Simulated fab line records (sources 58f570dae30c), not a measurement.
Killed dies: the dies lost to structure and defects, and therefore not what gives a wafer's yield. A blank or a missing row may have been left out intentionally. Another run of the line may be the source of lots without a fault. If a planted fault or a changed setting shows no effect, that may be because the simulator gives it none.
Problem report, 8D (eight disciplines) form, completed by code / flow berkeley_cmos170 / the parts of the form that need people (team, actions taken, sign-off) are left out

== 1. WHAT WENT WRONG ==
At UCB170_M2_ETCH_17, oes_product_au averages 0.742 a.u. over 6 wafers from 2 lots, while fault-free wafers read 1.000 a.u., standard deviation 0.012. That is -21 standard deviations from the usual mean.
The step: etches BARC in N2/H2.
The first sign was on wafer L828.3 at day 8 04:53, on rie_diel-01. At this step, 18 wafers from 6 lots have a number in the record. The rule behind "out" and "out of limits": a value lying over 4 standard deviations away from the usual mean. Any other wafer with a number is counted as sound.

== 2. WHAT IT IS, WHAT IT ISN'T ==
question=which readings at this step | is=oes_product_au | is not=drypump_motor_current_A, n2_flow_sccm, throttle_valve_pct
question=which lots | is=L826, L828 | is not=L825, L837, L840, L844
question=which wafers of those lots | is=all that have a number | is not=-
question=read on which tools | is=rie_diel-01 | is not=rie_diel-02
question=when | is=from day 8 04:53 | is not=up to then (3 sound wafers); but 9 sound wafers of L837, L840, L844 came after

== 3. SUSPECTS, AND WHAT RULES EACH OUT ==
Counting: a tool at any process step up to the reading remains a suspect when it ran all the lots that are out and ran no sound lot after the first of those.
- rie_diel-01 at UCB170_M2_ETCH_17 (etches BARC in N2/H2): ruled out as a lasting fault. Sound lots L840 ran on it after its first lot that is out, L828 (day 8 04:53).
Left after counting: nothing in the record.

== 4. THE CAUSE (what the simulator had put in) ==
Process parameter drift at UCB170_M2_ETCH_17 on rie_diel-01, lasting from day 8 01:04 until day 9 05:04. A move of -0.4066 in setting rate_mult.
Counting ruled it out, wrongly.

== 5. SEQUENCE OF EFFECTS, ordered by route ==
One row per reading whose mean, taken over the struck wafers that have a number, lies over 3 standard deviations from the usual. Only readings for which the record gives a usual standard deviation are gone through. hours: the time from each lot's start at the first step in this table that gives one to its start at this step, as a median over the lots. sigmas: the change in usual standard deviations.
hours=0; step=UCB170_M2_ETCH_17; reading=oes_product_au; usual=1.000 a.u.; on struck wafers=0.742; change=-0.258; sigmas=-21
It contains these process steps:
- UCB170_M2_ETCH_17: etches BARC in N2/H2.

== 6. WHAT WOULD HAVE CAUGHT IT SOONER ==
In this record no reading fell out of limits until day 8 04:53, 4 hours after the fault had begun at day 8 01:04.
